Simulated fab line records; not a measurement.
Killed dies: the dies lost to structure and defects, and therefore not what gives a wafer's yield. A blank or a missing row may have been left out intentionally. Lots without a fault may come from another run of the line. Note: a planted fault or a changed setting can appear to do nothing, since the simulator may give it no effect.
fab line records	flow berkeley_cmos170
record: lots: 6	wafers: 18	last_day: 13
route steps=331 shown PVT@115 GATE@125 FIELD@126 M3@331
lots with no fault: from the same line, run without faults
start_h: the number of hours between the record's first day and the start of the first shown wafer of the lot	wait_h: how many hours have passed since the lot's step before this one	" repeats the value in the row above	L1.1+2: a row that stands for several wafers	- no value present, or no start provided	* or withheld: withheld	< > ~ a bound
route shown NAME@n: a module of which the file shows steps, and the number in the route of the first	usual: average and standard deviation across the fault-free wafers	same: alike in all rows	chamber/n: place in a boat	sites: the reading at each site	_std_site: how widely they spread, as a standard deviation	_edge_site: the outer-site mean with the inner-site mean subtracted	radius_mm: how far each site lies from the wafer's centre	mask NAME#n: copy n	behind: the tool/chamber that last shaped the wafer	hold: what put the lot on hold/how long, in hours/how the hold closed	device: whichever transistor did not switch (one of n, p or np)	end of line: the route-end tests of the same wafers	for a step that has no rows: nothing shown but its recipe	killed: the dies lost at the first sort to structure and to defects; this is not the yield of the wafer	map: dies across one wafer; x = killed, . = not, _ = none there
set.NAME: the setting the step ran with; set.NAME@STEP: the setting that earlier step ran with	model.NAME: the simulator's own value behind a step, which no gauge read
certain route steps with their lots: each step a table, each wafer a row
services: from which hour (start_h, from the record's first day; less than 0 if before it) a tool's chamber was out of use, for how many hours, and why
== steps ==
step: UCB170_PVT_HMDS_00
recipe: prime_time_s: 60	prime_temp_c: 100
step: UCB170_PVT_COAT_01
recipe: resist: KrF	spin_rpm: 1500	resist_thk_nm: 900
step: UCB170_PVT_SOFTBAKE_02
recipe: resist: KrF	temp_c: 130	time_s: 60
step: UCB170_PVT_EXPOSE_03
recipe: mask_id: NWELL	target_cd_nm: 3000	na: 0.5	sigma_outer: 0.6	source_shape: conventional	dose_mj: 30
step: UCB170_PVT_PEB_04
recipe: peb_temp_c: 130	peb_time_s: withheld	resist: KrF
step: UCB170_PVT_DEVELOP_05
recipe: developer: TMAH	develop_time_s: 45	resist: KrF	dev_temp_c: 21
step: UCB170_PVT_OVL_MEAS_06
usual: PVT_OVL: -1/6.7
lot.wafer	tool	chamber	start_h	wait_h	PVT_OVL[nm]
L595.2	overlay-02	-	144.53	-	-12
L595.4	"	-	"	"	-6
L595.6	"	-	"	"	-11
L597.1	overlay-02	-	160.55	-	3
L597.2	"	-	"	"	10
L597.3	"	-	"	"	3
L609.2	overlay-02	-	205.89	-	5
L609.3	"	-	"	"	1
L609.4	"	-	"	"	0
L608.2	overlay-01	-	206.45	-	4
L608.4	"	-	"	"	8
L608.5	"	-	"	"	9
L616.3	overlay-02	-	256.54	-	-5
L616.4	"	-	"	"	6
L616.5	"	-	"	"	-9
L617.1	overlay-02	-	256.70	-	-10
L617.2	"	-	"	"	-6
L617.4	"	-	"	"	-8
step: UCB170_PVT_IMPLANT_07
recipe: species: P	dose_cm2: 2e+12	energy_kev: 30	tilt_deg: 7
step: UCB170_PVT_STRIP_08
recipe: chemistry: O2	power_w: 400	pressure_mtorr: 3500	platen_temp_c: withheld	o2_flow_sccm: 400	overash_fraction: 0.5
usual: drypump_motor_current_A: 5.6/0.38	o2_flow_sccm: 400.1/1.3	oes_product_au: 0.734/0.0043	strip_time_to_endpoint_s: 21.60/0.062
lot.wafer	tool	chamber	start_h	wait_h	drypump_motor_current_A	o2_flow_sccm	oes_product_au	rf_hours_counter_h	strip_time_to_endpoint_s
L595.2	plasma_asher-01	0	144.71	0.1	5.6	401.2	0.734	42	21.64
L595.4	"	1	"	"	6.2	400.9	0.739	-	21.68
L595.6	"	1	"	"	6.2	400.0	0.728	-	21.58
L597.1	plasma_asher-01	1	160.74	0.1	6.2	400.3	0.732	43	21.44
L597.2	"	0	"	"	5.6	400.0	0.734	43	21.46
L597.3	"	1	"	"	6.2	402.2	0.735	-	21.53
L609.2	plasma_asher-03	0	206.07	0.1	5.2	400.9	0.731	42	21.61
L609.3	"	0	"	"	5.2	401.3	0.734	-	21.66
L609.4	"	1	"	"	5.5	398.8	0.720	-	21.62
L608.2	plasma_asher-02	0	206.63	0.1	6.1	402.6	0.737	46	21.59
L608.4	"	0	"	"	6.1	400.5	0.729	-	21.60
L608.5	"	0	"	"	6.2	401.6	0.733	-	21.57
L616.3	plasma_asher-03	0	256.75	0.1	5.2	402.5	0.742	-	21.56
L616.4	"	1	"	"	5.5	400.5	0.737	-	21.64
L616.5	"	1	"	"	5.5	401.4	0.735	-	21.61
L617.1	plasma_asher-01	1	256.88	0.1	6.2	400.4	0.742	54	21.59
L617.2	"	0	"	"	5.6	403.9	0.734	54	21.62
L617.4	"	1	"	"	6.3	400.1	0.728	-	21.65
step: UCB170_PVT_TW_MEAS_09
usual: PVT_TW: 504/4
lot.wafer	tool	chamber	start_h	wait_h	PVT_TW
L595.2	film_metro-04	-	144.82	0.1	510
L595.4	"	-	"	"	508
L595.6	"	-	"	"	512
L597.1	film_metro-02	-	160.84	0.1	499
L597.2	"	-	"	"	497
L597.3	"	-	"	"	497
L609.2	film_metro-02	-	206.18	0.1	500
L609.3	"	-	"	"	499
L609.4	"	-	"	"	502
L608.2	film_metro-02	-	206.74	0.1	503
L608.4	"	-	"	"	502
L608.5	"	-	"	"	501
L616.3	film_metro-02	-	256.83	0.1	502
L616.4	"	-	"	"	502
L616.5	"	-	"	"	502
L617.1	film_metro-03	-	256.98	0.1	506
L617.2	"	-	"	"	505
L617.4	"	-	"	"	505
step: UCB170_GATE_WET_ETCH_00
recipe: chemistry: dHF	dilution: 25:1	target: SiO2	temp_c: 25	time_s: 200
step: UCB170_FIELD_THK_MEAS_91
recipe: reads: SiO2_of_FIELD_OXIDATION_01
usual: FIELD_OXIDE_LEFT_2_THK: 359/13
lot.wafer	tool	chamber	start_h	wait_h	FIELD_OXIDE_LEFT_2_THK[nm]
L595.2	film_metro-02	-	144.94	0.0	368
L595.4	"	-	"	"	358
L595.6	"	-	"	"	363
L597.1	film_metro-04	-	160.96	0.0	359
L597.2	"	-	"	"	374
L597.3	"	-	"	"	368
L609.2	film_metro-04	-	206.37	0.1	338
L609.3	"	-	"	"	340
L609.4	"	-	"	"	339
L608.2	film_metro-02	-	206.87	0.0	337
L608.4	"	-	"	"	326
L608.5	"	-	"	"	326
L616.3	film_metro-02	-	256.96	0.0	351
L616.4	"	-	"	"	354
L616.5	"	-	"	"	353
L617.1	film_metro-02	-	257.11	0.0	350
L617.2	"	-	"	"	361
L617.4	"	-	"	"	348
step: UCB170_GATE_OXIDATION_01
recipe: temp_c: 850	ambient: O2	target_thk_a: 66	ox_time_s: 1800
usual: ox_temp_c_max: 853.5/0.7	spike_tc_load_C: 871.8/1.8	tube_center_temp_C: 850/0.073
lot.wafer	tool	chamber	start_h	wait_h	ox_temp_c_max	spike_tc_load_C	tube_center_temp_C	model.SiO2_of_GATE_OXIDATION_01.thk_nm
L595.2	furnace-02	0	149.10	4.1	853.1	871.2	850	6.783
L595.4	"	0	"	"	853.9	872.4	849.97	6.799
L595.6	"	0	"	"	853.5	870.7	849.97	6.617
L597.1	furnace-04	0	164.57	3.6	853.8	874.4	849.9	6.709
L597.2	"	0	"	"	853.7	874.2	849.95	6.654
L597.3	"	0	"	"	854.1	873.5	849.86	6.69
L608.2	furnace-02	0	210.39	3.5	852.5	873.5	849.97	9.004
L608.4	"	0	"	"	853.4	872.9	849.98	8.93
L608.5	"	0	"	"	853.3	871.0	849.98	8.9
L609.2	furnace-02	0	210.39	4.0	854.5	871.7	849.97	8.639
L609.3	"	0	"	"	854.2	870.1	850.02	8.545
L609.4	"	0	"	"	854.2	871.0	850	8.663
L616.3	furnace-01	0	261.69	4.7	852.8	867.9	849.94	6.601
L616.4	"	0	"	"	854.6	867.5	850.04	6.574
L616.5	"	0	"	"	853.5	868.3	850.01	6.7
L617.1	furnace-01	0	261.69	4.6	854.1	869.5	850.1	6.519
L617.2	"	0	"	"	853.0	868.3	850.01	6.606
L617.4	"	0	"	"	853.7	870.5	850.06	6.588
step: UCB170_GATE_THK_MEAS_02
recipe: reads: SiO2_of_GATE_OXIDATION_01
usual: GATE_OXIDE_THK: 6.63/0.11
lot.wafer	tool	chamber	start_h	wait_h	GATE_OXIDE_THK[nm]
L595.2	film_metro-03	-	150.61	0.0	6.81
L595.4	"	-	"	"	6.78
L595.6	"	-	"	"	6.62
L597.1	film_metro-03	-	166.07	0.0	6.68
L597.2	"	-	"	"	6.65
L597.3	"	-	"	"	6.71
L608.2	film_metro-01	-	211.90	0.0	8.98
L608.4	"	-	"	"	8.87
L608.5	"	-	"	"	8.90
L609.2	film_metro-02	-	211.90	0.0	8.59
L609.3	"	-	"	"	8.54
L609.4	"	-	"	"	8.61
L616.3	film_metro-02	-	263.21	0.0	6.60
L616.4	"	-	"	"	6.57
L616.5	"	-	"	"	6.71
L617.1	film_metro-03	-	263.25	0.1	6.49
L617.2	"	-	"	"	6.61
L617.4	"	-	"	"	6.66
step: UCB170_GATE_ANNEAL_03
recipe: temp_c: 900	time_s: 1800	ambient: N2
step: UCB170_GATE_CVD_04
recipe: material: poly-Si	temp_c: 610	precursor: SiH4	time_s: 1440	pressure_mtorr: 375	target_thk_nm: 214	sih4_flow_sccm: 120
step: UCB170_GATE_THK_MEAS_05
recipe: reads: poly-Si_of_GATE_CVD_04
usual: GATE_POLY_THK: 214.9/2.3
lot.wafer	tool	chamber	start_h	wait_h	GATE_POLY_THK[nm]
L595.2	film_metro-02	-	156.89	0.0	214.1
L595.4	"	-	"	"	213.2
L595.6	"	-	"	"	213.1
L597.1	film_metro-02	-	173.38	0.0	218.6
L597.2	"	-	"	"	217.4
L597.3	"	-	"	"	219.1
L608.2	film_metro-03	-	219.11	0.0	213.9
L608.4	"	-	"	"	212.7
L608.5	"	-	"	"	213.4
L609.2	film_metro-02	-	219.11	0.0	214.1
L609.3	"	-	"	"	214.9
L609.4	"	-	"	"	214.9
L617.1	film_metro-02	-	270.67	0.1	213.4
L617.2	"	-	"	"	211.9
L617.4	"	-	"	"	211.7
L616.3	film_metro-01	-	270.69	0.1	213.1
L616.4	"	-	"	"	215.8
L616.5	"	-	"	"	215.4
step: UCB170_GATE_COAT_06
recipe: resist: BARC	temp_c: withheld	time_s: withheld	spin_rpm: 3000	resist_thk_nm: withheld
step: UCB170_GATE_COAT_07
recipe: resist: KrF	spin_rpm: 1500	resist_thk_nm: 900
step: UCB170_GATE_SOFTBAKE_08
recipe: resist: KrF	temp_c: 130	time_s: 60
step: UCB170_GATE_EXPOSE_09
recipe: mask_id: POLY	target_cd_nm: 350	na: 0.5	sigma_outer: 0.6	source_shape: conventional	dose_mj: 21
step: UCB170_GATE_PEB_10
recipe: peb_temp_c: 130	peb_time_s: withheld	resist: KrF
step: UCB170_GATE_DEVELOP_11
recipe: developer: TMAH	develop_time_s: 45	resist: KrF	dev_temp_c: 21
step: UCB170_GATE_CD_MEAS_12
recipe: target_cd_nm: 350
usual: cd_nm: 349.6/1.2
lot.wafer	tool	chamber	start_h	wait_h	cd_nm
L595.2	cd_sem-02	-	158.56	-	346.5
L595.4	"	-	"	"	346.1
L595.6	"	-	"	"	347.5
L597.1	cd_sem-01	-	175.40	-	349.5
L597.2	"	-	"	"	348.6
L597.3	"	-	"	"	348.2
L609.2	cd_sem-02	-	220.15	-	351.1
L609.3	"	-	"	"	349.1
L609.4	"	-	"	"	351.1
L608.2	cd_sem-01	-	220.39	-	348.4
L608.4	"	-	"	"	347.2
L608.5	"	-	"	"	348.5
L617.1	cd_sem-02	-	272.37	-	350.0
L617.2	"	-	"	"	349.5
L617.4	"	-	"	"	350.3
L616.3	cd_sem-01	-	272.65	-	350.1
L616.4	"	-	"	"	350.5
L616.5	"	-	"	"	350.8
step: UCB170_GATE_OVL_MEAS_13
usual: GATE_OVL: 1/5.1
lot.wafer	tool	chamber	start_h	wait_h	GATE_OVL[nm]
L595.2	overlay-02	-	158.67	0.1	-2
L595.4	"	-	"	"	-4
L595.6	"	-	"	"	1
L597.1	overlay-01	-	175.52	0.1	-2
L597.2	"	-	"	"	2
L597.3	"	-	"	"	-5
L609.2	overlay-02	-	220.25	0.1	8
L609.3	"	-	"	"	4
L609.4	"	-	"	"	12
L608.2	overlay-01	-	220.50	0.1	-1
L608.4	"	-	"	"	-1
L608.5	"	-	"	"	-1
L617.1	overlay-02	-	272.49	0.1	2
L617.2	"	-	"	"	-1
L617.4	"	-	"	"	0
L616.3	overlay-02	-	272.74	0.1	-5
L616.4	"	-	"	"	-2
L616.5	"	-	"	"	-7
step: UCB170_GATE_ETCH_14
recipe: chemistry: N2/H2	target_depth_a: withheld	overetch_a: withheld	target: BARC	time_s: withheld	source_w: 500	bias_w: 100	pressure_mtorr: 30	n2_flow_sccm: 100	h2_flow_sccm: 200
usual: drypump_motor_current_A: 5.7/0.39	oes_product_au: 0.994/0.026	throttle_valve_pct: 13.39/0.18
lot.wafer	tool	chamber	start_h	wait_h	drypump_motor_current_A	oes_product_au	throttle_valve_pct
L595.2	rie_diel-01	3	158.70	0.0	5.4	1.025	13.16
L595.4	"	2	"	"	6.0	0.985	13.65
L595.6	"	2	"	"	6.0	0.978	13.65
L597.1	rie_diel-04	0	175.56	0.0	5.3	0.999	13.49
L597.2	"	2	"	"	5.9	0.975	13.56
L597.3	"	3	"	"	5.5	0.932	13.52
L609.2	rie_diel-02	3	220.28	0.0	5.0	1.014	13.33
L609.3	"	1	"	"	6.3	0.965	13.40
L609.4	"	1	"	"	6.3	0.970	13.39
L608.2	rie_diel-01	2	220.53	0.0	5.9	0.980	13.65
L608.4	"	1	"	"	5.3	1.035	13.52
L608.5	"	1	"	"	5.3	1.038	13.50
L617.1	rie_diel-04	0	272.53	0.0	5.3	1.005	13.49
L617.2	"	2	"	"	5.9	0.998	13.55
L617.4	"	3	"	"	5.5	0.948	13.52
L616.3	rie_diel-01	0	272.77	0.0	5.6	1.005	13.45
L616.4	"	3	"	"	5.4	1.023	13.15
L616.5	"	1	"	"	5.3	1.017	13.52
step: UCB170_GATE_ETCH_15
recipe: chemistry: HBr/Cl2	target: poly-Si	stop_on: SiO2	over_etch_frac: 0.3	icp_w: 300	bias_w: 150	time_s: 56.3	pressure_mtorr: 15	HBr_flow_sccm: 150	Cl2_flow_sccm: 50	target_depth_a: 2782
usual: drypump_motor_current_A: 5.7/0.43	oes_product_au: 0.831/0.016	throttle_valve_pct: 26.31/0.18
lot.wafer	tool	chamber	start_h	wait_h	drypump_motor_current_A	oes_product_au	rf_hours_counter_h	throttle_valve_pct	model.SiO2_of_GATE_OXIDATION_01.thk_nm
L595.2	rie_si-02	1	158.74	-	5.2	0.847	60	26.39	6.694
L595.4	"	3	"	"	5.5	0.810	1	26.11	6.785
L595.6	"	2	"	"	6.3	0.808	-	26.71	6.617
L597.1	rie_si-02	0	175.60	-	6.5	0.853	0	26.19	6.671
L597.2	"	3	"	"	5.4	0.811	1	26.13	6.641
L597.3	"	1	"	"	5.2	0.861	60	26.39	6.602
L609.2	rie_si-02	3	220.33	-	5.5	0.812	1	26.11	8.625
L609.3	"	2	"	"	6.3	0.814	1	26.71	8.545
L609.4	"	0	"	"	6.5	0.840	1	26.18	8.625
L608.2	rie_si-01	3	220.57	-	5.6	0.814	18	26.27	8.947
L608.4	"	3	"	"	5.6	0.816	-	26.27	8.873
L608.5	"	2	"	"	5.6	0.842	-	26.39	8.898
L617.1	rie_si-01	1	272.57	-	5.4	0.849	29	26.06	6.44
L617.2	"	2	"	"	5.6	0.837	55	26.40	6.604
L617.4	"	3	"	"	5.6	0.806	18	26.29	6.532
L616.3	rie_si-02	1	272.81	-	5.2	0.835	60	26.37	6.512
L616.4	"	2	"	"	6.3	0.813	1	26.72	6.574
L616.5	"	0	"	"	6.5	0.836	-	26.19	6.663
step: UCB170_GATE_STRIP_16
recipe: chemistry: O2	power_w: 400	pressure_mtorr: 3500	platen_temp_c: withheld	o2_flow_sccm: 400	overash_fraction: 0.5
usual: drypump_motor_current_A: 5.7/0.3	o2_flow_sccm: 400.3/1.3	oes_product_au: 0.725/0.0048
lot.wafer	tool	chamber	start_h	wait_h	drypump_motor_current_A	o2_flow_sccm	oes_product_au	rf_hours_counter_h
L595.2	plasma_asher-04	1	158.79	0.0	5.7	400.0	0.716	5
L595.4	"	0	"	"	6.0	400.4	0.727	-
L595.6	"	0	"	"	5.9	400.4	0.712	-
L597.1	plasma_asher-04	0	175.65	0.0	5.9	398.9	0.730	7
L597.2	"	1	"	"	5.7	399.0	0.722	7
L597.3	"	0	"	"	5.9	399.8	0.726	-
L609.2	plasma_asher-04	1	220.37	0.0	5.7	399.1	0.725	12
L609.3	"	0	"	"	6.0	400.0	0.717	-
L609.4	"	1	"	"	5.7	397.8	0.716	-
L608.2	plasma_asher-02	0	220.62	0.0	6.1	400.5	0.723	48
L608.4	"	1	"	"	5.4	398.2	0.721	-
L608.5	"	1	"	"	5.4	397.0	0.726	-
L617.1	plasma_asher-04	0	272.62	0.0	6.0	399.6	0.724	18
L617.2	"	1	"	"	5.7	398.6	0.730	18
L617.4	"	1	"	"	5.7	399.6	0.718	-
L616.3	plasma_asher-03	1	272.89	0.1	5.5	399.7	0.719	-
L616.4	"	0	"	"	5.2	400.2	0.730	-
L616.5	"	0	"	"	5.2	399.7	0.720	-
step: UCB170_M3_PROBE_99
lot.wafer	tool	chamber	start_h	wait_h	model.etest.pmos_0p6.r_on_ohm_um	model.etest.pmos_0p35.r_on_ohm_um	model.etest.nmos_0p6.r_on_ohm_um	model.etest.nmos_0p35.r_on_ohm_um	model.etest.pldd.line_ohm_um	model.etest.pldd.rs_ohm_sq	model.etest.nmos_turned.drive_ua_um	model.etest.nmos_0p35.drive_ua_um
L595.2	prober-01	-	201.96	0.1	8518	4658	2316	1457	1802	1073	565.7	555
L595.4	prober-01	-	202.06	0.2	8562	4652	2316	1472	1843	1118	567.6	561
L595.6	prober-01	-	202.16	0.2	8370	4613	2285	1451	1841	1107	578.5	570.8
L597.1	prober-02	-	213.47	0.1	8332	4644	2283	1452	1847	1128	571.1	561.5
L597.2	prober-02	-	213.52	0.1	8473	4621	2291	1447	1906	1115	574.9	565.2
L597.3	prober-02	-	213.57	0.2	8254	4566	2281	1446	1876	1111	571.5	563.3
L609.2	prober-01	-	261.75	0.1	1.014e+04	5570	2733	1700	2013	1278	450.2	443.5
L609.3	prober-01	-	261.80	0.2	1.005e+04	5495	2709	1686	1994	1264	453.8	449.7
L609.4	prober-01	-	261.85	0.2	1.031e+04	5620	2747	1726	2025	1278	446.7	443.5
L608.2	prober-02	-	262.19	0.1	1.068e+04	5791	2828	1752	1995	1284	430.4	426.4
L608.4	prober-02	-	262.29	0.2	1.052e+04	5683	2820	1753	1970	1278	437	430.4
L608.5	prober-02	-	262.34	0.2	1.047e+04	5675	2822	1744	1977	1280	439.3	431.4
L617.1	prober-01	-	311.27	0.1	8259	4566	2265	1433	1766	1083	589.6	575.7
L617.2	prober-01	-	311.32	0.1	8348	4646	2262	1453	1813	1096	580	572.5
L617.4	prober-01	-	311.42	0.2	8323	4608	2275	1452	1774	1110	575	571.4
L616.3	prober-01	-	316.43	0.2	8381	4630	2263	1449	1797	1105	578.8	574.2
L616.4	prober-01	-	316.48	0.2	8428	4652	2282	1447	1790	1097	577.3	574
L616.5	prober-01	-	316.53	0.2	8551	4746	2312	1477	1824	1127	569.8	560.7
killed by level:class
L595.2 GATE:geometric_particle:open=3 WELLDRIVE:geometric_particle:open=1 FIELD:geometric_particle:open=1 SPACER:geometric_particle:short=1 V2:geometric_particle:short=1
L595.4 M3:geometric_particle:short=2 WELLDRIVE:geometric_particle:short=1 GATE:geometric_particle:open=1 SILICIDE:geometric_particle:open=1 V2:geometric_particle:short=1
L595.6 V2:geometric_particle:short=2 WELLDRIVE:geometric_particle:open=1 SACOX:geometric_particle:open=1 M3:geometric_particle:short=1
L597.1 NWELL:geometric_particle:open=1 GATE:geometric_particle:open=1 V2:geometric_particle:open=1
L597.2 SPACER:geometric_particle:open=1
L597.3 SILICIDE:geometric_particle:open=1
L608.2 ACTIVE:area_etch=4 SACOX:geometric_particle:short=1 SPACER:geometric_particle:open=1 SPACER:geometric_particle:short=1
L608.4 ACTIVE:area_etch=4 SACOX:geometric_particle:open=2 SACOX:geometric_particle:short=1 GATE:geometric_particle:open=1 V2:geometric_particle:short=1
L608.5 ACTIVE:area_etch=4 SILICIDE:geometric_particle:open=2 START:geometric_particle:short=1
L617.1 FIELD:geometric_particle:open=1 SPACER:geometric_particle:short=1 V2:geometric_particle:open=1 M3:geometric_particle:open=1
L617.2 FIELD:geometric_particle:short=1 SPACER:geometric_particle:open=1 SILICIDE:geometric_particle:short=1 M2:geometric_particle:short=1
L617.4 GATE:geometric_particle:short=2 SPACER:geometric_particle:open=1 M3:geometric_particle:short=1
L616.3 FIELD:geometric_particle:open=1 SILICIDE:geometric_particle:short=1
L616.4 SACOX:geometric_particle:open=2 GATE:geometric_particle:short=1 SILICIDE:geometric_particle:open=1 V2:geometric_particle:open=1
L616.5 GATE:geometric_particle:short=2 START:geometric_particle:open=1 WELLDRIVE:geometric_particle:short=1 CONTACT:geometric_particle:short=1
== services ==
tool	chamber	start_h	hours	kind
rie_diel-02	1	123.11	4.5	repair
rie_diel-02	0	133.55	19.1	repair
rie_si-02	0	142.56	4.7	repair
rie_diel-01	3	151.27	1.7	repair
plasma_asher-01	-	155.11	5.2	repair
rie_diel-04	2	156.77	3.9	repair
rie_diel-02	0	159.63	2.1	repair
rie_diel-01	3	162.82	17.8	repair
rie_diel-04	0	164.42	10.6	repair
rie_diel-02	-	187.76	0.3	repair
rie_diel-02	2	188.01	2.7	repair
plasma_asher-02	-	196.50	2.8	pm
rie_diel-01	-	205.63	1.5	repair
rie_si-01	1	208.44	14.8	repair
furnace-02	-	216.24	3.2	pm
rie_diel-02	2	219.47	4.8	repair
rie_diel-01	2	224.37	6.6	repair
rie_diel-02	0	225.63	8.0	repair
plasma_asher-01	-	225.93	0.7	repair
rie_si-02	2	228.76	23.0	repair
rie_si-02	-	237.36	0.1	repair
rie_si-01	2	250.64	2.2	repair
furnace-04	-	261.00	3.0	pm
furnace-04	-	267.05	2.9	pm
== key ==
first_sign: step: UCB170_GATE_THK_MEAS_02	reading: GATE_OXIDE_THK	direction: up	sigmas: 20	usual: 6.63	struck: 8.75
effect none on later readings
model_effect: step: UCB170_GATE_OXIDATION_01	value: SiO2_of_GATE_OXIDATION_01.thk_nm	without: 6.553	struck: 8.78
model_effect: step: UCB170_GATE_ETCH_15	value: SiO2_of_GATE_OXIDATION_01.thk_nm	without: 6.567	struck: 8.794
model_effect: step: UCB170_M3_PROBE_99	value: etest.pmos_0p6.r_on_ohm_um	without: 8441	struck: 1.036e+04
met_at UCB170_GATE_OXIDATION_01
struck_wafers L608.2,L608.4,L608.5,L609.2,L609.3,L609.4
sort_left_out L609.2,L609.3,L609.4
tester_left_out L608,L609
onset_between 149.10 210.39
fault: kind: process_parameter_drift	tool: furnace-02	chamber: -	onset_h: 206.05	steps: UCB170_GATE_OXIDATION_01	channel: ox_time_s	offset: *	shape: step	end_h: 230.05	acts_in: *	stated: *
tester_left_out: of these lots the tester's yield and bins aren't shown, on N5 and GAA mostly nor the transistor test; their killed dies are dies lost to structure and defects alone, not to doping, threshold or leakage, so they don't give the yield
sort_left_out: the simulated sort isn't trusted on such a fault, so these wafers' sort isn't shown, and their yield isn't known
